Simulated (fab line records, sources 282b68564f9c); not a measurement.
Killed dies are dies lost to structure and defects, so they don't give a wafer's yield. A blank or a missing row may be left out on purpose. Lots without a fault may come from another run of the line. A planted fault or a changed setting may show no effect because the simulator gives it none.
Problem report in the 8D (eight disciplines) form, filled by code | flow rit_cmos | the parts of the form that need people (team, actions taken, sign-off) are left out

1. THE PROBLEM
spike_tc_centre_C at RIT_REOX_OXIDATION_03 reads a mean of 913.1 C on 9 wafers of 3 lots; wafers without a fault read 902.0 C with a standard deviation of 1.5. That is +7.4 standard deviations from the usual mean.
The step: target thk 25.2 nm, ox time 5580 s.
First seen on wafer L220.2, day 3 13:19, on furnace-01. The record holds 45 wafers of 15 lots with a number at this step. Rule for "out", or "out of limits": more than 4 standard deviations from the usual mean. The other wafers with a number count as sound.

2. WHAT IT IS AND WHAT IT IS NOT
question                    | is                     | is not
which readings at this step | spike_tc_centre_C      | -
which lots                  | L220, L222, L223       | L217, L218, L221, L232, L233, L234, L235, L236, L237, L238, L239, L240
which wafers of those lots  | all that have a number | -
read on which tools         | furnace-01             | furnace-03, furnace-04
when                        | from day 3 13:19       | up to then (6 sound wafers); but 30 sound wafers of L221, L232, L233, L234, L235, L236, L237, L238, L239, L240 came after

3. SUSPECTS, AND WHAT RULES EACH OUT
Counting: a tool at a process step up to the reading stays a suspect if it ran every lot that is out and no sound lot after the first of them.
- furnace-01 at RIT_REOX_OXIDATION_03 (target thk 25.2 nm, ox time 5580 s): ruled out as a lasting fault. Sound lots L233, L234, L236, L237, L239, L240 ran on it after its first lot that is out, L220 (day 3 13:19).
Left after counting: nothing in the record.

4. THE CAUSE (what the simulator had put in)
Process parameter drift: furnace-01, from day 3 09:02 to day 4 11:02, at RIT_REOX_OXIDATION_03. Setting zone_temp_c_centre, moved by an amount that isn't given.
Counting ruled it out, wrongly.

5. THE CHAIN OF EFFECTS, in route order
Each row: a reading whose mean over the struck wafers that have a number lies more than 3 standard deviations from the usual. Only readings for which the record gives a usual standard deviation are gone through. hours: the time from each lot's start at the first step in this table that gives one to its start at this step, as a median over the lots. sigmas: the change in usual standard deviations.
hours | step                  | reading               | usual   | on struck wafers | change | sigmas
0     | RIT_REOX_OXIDATION_03 | spike_tc_centre_C     | 902.0 C | 913.1            | +11.1  | +7.4
0     | RIT_REOX_OXIDATION_03 | zone_power_centre_pct | 45.0 %  | 52.9             | +7.9   | +3.2
The process steps in it:
- RIT_REOX_OXIDATION_03: target thk 25.2 nm, ox time 5580 s.

6. WHAT WOULD HAVE CAUGHT IT SOONER
In this record the first reading out of limits was taken at day 3 13:19, 4 hours after the fault began at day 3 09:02.
